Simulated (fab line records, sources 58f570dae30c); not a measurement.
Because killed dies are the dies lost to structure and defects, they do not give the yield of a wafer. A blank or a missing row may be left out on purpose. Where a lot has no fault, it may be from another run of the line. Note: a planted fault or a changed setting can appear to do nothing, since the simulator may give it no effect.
Split-lot study || flow berkeleyCmos170 || 5 lots, 23 wafers read, on a route of 331 steps

## ON THE SPLIT
At UCB170_V1_PEB_10, the setting pebTempC was moved away from the recipe's 130 C on 4 of the 23 wafers read, by -2.2% to +1.7%. All remaining wafers had this setting at the recipe value.

## FROM THE SPLIT TO THE READING: what the file shows between them, 4 steps
- UCB170_V1_DEVELOP_11: develop time 45 s
- UCB170_V1_CD_MEAS_12: target cd 700 nm
- UCB170_V1_ETCH_14: etches SiO2 in CHF3/CF4/Ar, stops on Al, target depth 1250 nm, time 291 s
- UCB170_V1_STRIP_15: strips in O2

## THE READING
At UCB170_V1_CD_MEAS_90: cdNm in nanometres, against a target cd of 700 nm. Fault-free wafers of this fab line usually give 699.8 nm, standard deviation 1.7 nm.

{"wafer": "L076.1", "tool, chamber at the split": "lithoTrack-02, 0", "pebTempC as run, C": 130, "against the recipe": "recipe", "cdNm, nm": 697.5, "against lot-mates on the recipe": "-"}
{"wafer": "L076.2", "tool, chamber at the split": "lithoTrack-02, 0", "pebTempC as run, C": 130, "against the recipe": "recipe", "cdNm, nm": 699.2, "against lot-mates on the recipe": "-"}
{"wafer": "L076.3", "tool, chamber at the split": "lithoTrack-02, 0", "pebTempC as run, C": 130, "against the recipe": "recipe", "cdNm, nm": 699.0, "against lot-mates on the recipe": "-"}
{"wafer": "L076.4", "tool, chamber at the split": "lithoTrack-02, 0", "pebTempC as run, C": 130, "against the recipe": "recipe", "cdNm, nm": 697.3, "against lot-mates on the recipe": "-"}
{"wafer": "L076.5", "tool, chamber at the split": "lithoTrack-02, 0", "pebTempC as run, C": 130, "against the recipe": "recipe", "cdNm, nm": 699.1, "against lot-mates on the recipe": "-"}
{"wafer": "L079.1", "tool, chamber at the split": "lithoTrack-01, 0", "pebTempC as run, C": 130, "against the recipe": "recipe", "cdNm, nm": 698.4, "against lot-mates on the recipe": "-"}
{"wafer": "L079.4", "tool, chamber at the split": "lithoTrack-01, 0", "pebTempC as run, C": 130, "against the recipe": "recipe", "cdNm, nm": 696.2, "against lot-mates on the recipe": "-"}
{"wafer": "L079.6", "tool, chamber at the split": "lithoTrack-01, 0", "pebTempC as run, C": 130, "against the recipe": "recipe", "cdNm, nm": 697.5, "against lot-mates on the recipe": "-"}
{"wafer": "L078.1", "tool, chamber at the split": "lithoTrack-03, 0", "pebTempC as run, C": 130, "against the recipe": "recipe", "cdNm, nm": 700.2, "against lot-mates on the recipe": "-"}
{"wafer": "L078.2", "tool, chamber at the split": "lithoTrack-03, 0", "pebTempC as run, C": 130, "against the recipe": "recipe", "cdNm, nm": 700.4, "against lot-mates on the recipe": "-"}
{"wafer": "L078.3", "tool, chamber at the split": "lithoTrack-03, 0", "pebTempC as run, C": 130, "against the recipe": "recipe", "cdNm, nm": 700.1, "against lot-mates on the recipe": "-"}
{"wafer": "L078.5", "tool, chamber at the split": "lithoTrack-03, 0", "pebTempC as run, C": 130, "against the recipe": "recipe", "cdNm, nm": 700.3, "against lot-mates on the recipe": "-"}
{"wafer": "L078.6", "tool, chamber at the split": "lithoTrack-03, 0", "pebTempC as run, C": 130, "against the recipe": "recipe", "cdNm, nm": 699.1, "against lot-mates on the recipe": "-"}
{"wafer": "L081.1", "tool, chamber at the split": "lithoTrack-03, 0", "pebTempC as run, C": 130, "against the recipe": "recipe", "cdNm, nm": 697.8, "against lot-mates on the recipe": "-"}
{"wafer": "L081.2", "tool, chamber at the split": "lithoTrack-03, 0", "pebTempC as run, C": 132.2, "against the recipe": "+1.7%", "cdNm, nm": 712.6, "against lot-mates on the recipe": "+13.2"}
{"wafer": "L081.3", "tool, chamber at the split": "lithoTrack-03, 0", "pebTempC as run, C": 130, "against the recipe": "recipe", "cdNm, nm": 700.4, "against lot-mates on the recipe": "-"}
{"wafer": "L081.5", "tool, chamber at the split": "lithoTrack-03, 0", "pebTempC as run, C": 130, "against the recipe": "recipe", "cdNm, nm": 699.9, "against lot-mates on the recipe": "-"}
{"wafer": "L081.6", "tool, chamber at the split": "lithoTrack-03, 0", "pebTempC as run, C": 132.2, "against the recipe": "+1.7%", "cdNm, nm": 711.3, "against lot-mates on the recipe": "+11.9"}
{"wafer": "L080.1", "tool, chamber at the split": "lithoTrack-02, 0", "pebTempC as run, C": 127.2, "against the recipe": "-2.2%", "cdNm, nm": 679.2, "against lot-mates on the recipe": -18.2}
{"wafer": "L080.2", "tool, chamber at the split": "lithoTrack-02, 0", "pebTempC as run, C": 130, "against the recipe": "recipe", "cdNm, nm": 697.5, "against lot-mates on the recipe": "-"}
{"wafer": "L080.3", "tool, chamber at the split": "lithoTrack-02, 0", "pebTempC as run, C": 130, "against the recipe": "recipe", "cdNm, nm": 697.7, "against lot-mates on the recipe": "-"}
{"wafer": "L080.4", "tool, chamber at the split": "lithoTrack-02, 0", "pebTempC as run, C": 127.2, "against the recipe": "-2.2%", "cdNm, nm": 677.2, "against lot-mates on the recipe": -20.2}
{"wafer": "L080.6", "tool, chamber at the split": "lithoTrack-02, 0", "pebTempC as run, C": 130, "against the recipe": "recipe", "cdNm, nm": 697.0, "against lot-mates on the recipe": "-"}

THE FIT
A straight line over all 23 wafers: cdNm changes by +8.85 nm for each +1% of pebTempC; r = +0.98; the points scatter about the line by 1.4 nm.
The same after taking each lot's own level away (the mean of its wafers on the recipe; 23 wafers): +8.34 nm for each +1%; r = +0.99; scatter 0.99 nm.
According to that fit, moving pebTempC by its largest amount changes the reading by 18 nm.
Measured against the standard deviation above, the lots' own levels, which go from 697.37 to 700.02 nm, span 1.6 times it.
Hence the lot-to-lot level has little effect on the slope; both slopes agree.
Check: -18.2 nm against its lot-mates is what the line predicts for one of the wafers moved furthest among these (-2.2%) when that wafer is left out of the fit. It came out at -18.2 nm against them.

## THE OTHER SPLITS THESE WAFERS WENT THROUGH
Note: prior to the reading, these wafers also went through further splits. Each is held against what the fit with the lots' levels taken away leaves over:
{"other split on the same wafers": "UCB170_SPACER_CVD_00 rfW", "wafers away from the commonest value": 12, "r with cdNm (lot level and that fit taken away)": "+0.36"}
{"other split on the same wafers": "UCB170_SILICIDE_SPUTTER_01 powerW", "wafers away from the commonest value": 10, "r with cdNm (lot level and that fit taken away)": -0.37}
{"other split on the same wafers": "UCB170_CONTACT_EXPOSE_12 doseMj", "wafers away from the commonest value": 8, "r with cdNm (lot level and that fit taken away)": "+0.43"}
{"other split on the same wafers": "UCB170_V1_COAT_07 spinRpm", "wafers away from the commonest value": 8, "r with cdNm (lot level and that fit taken away)": "+0.26"}

## THE WHOLE CHAIN: every reading that the file lists as answering this split, in the file's order
{"step": "UCB170_V1_CD_MEAS_12", "what it does": "target cd 700 nm", "reading": "cdNm", "change (the file's fit)": "+8.52 nm for each +1% of the setting", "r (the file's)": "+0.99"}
{"step": "UCB170_V1_ETCH_14", "what it does": "etches SiO2 in CHF3/CF4/Ar, stops on Al, target depth 1250 nm, time 291 s", "reading": "V1.cdNm (the simulator's own value, which no gauge read)", "change (the file's fit)": "+8.31 nm for each +1% of the setting", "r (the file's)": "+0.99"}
{"step": "UCB170_V1_CD_MEAS_90", "what it does": "target cd 700 nm", "reading": "cdNm", "change (the file's fit)": "+8.35 nm for each +1% of the setting", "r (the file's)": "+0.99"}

## FILE'S OWN FIT
cdNm changes by +8.35 nm for each +1% of pebTempC, r = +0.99.
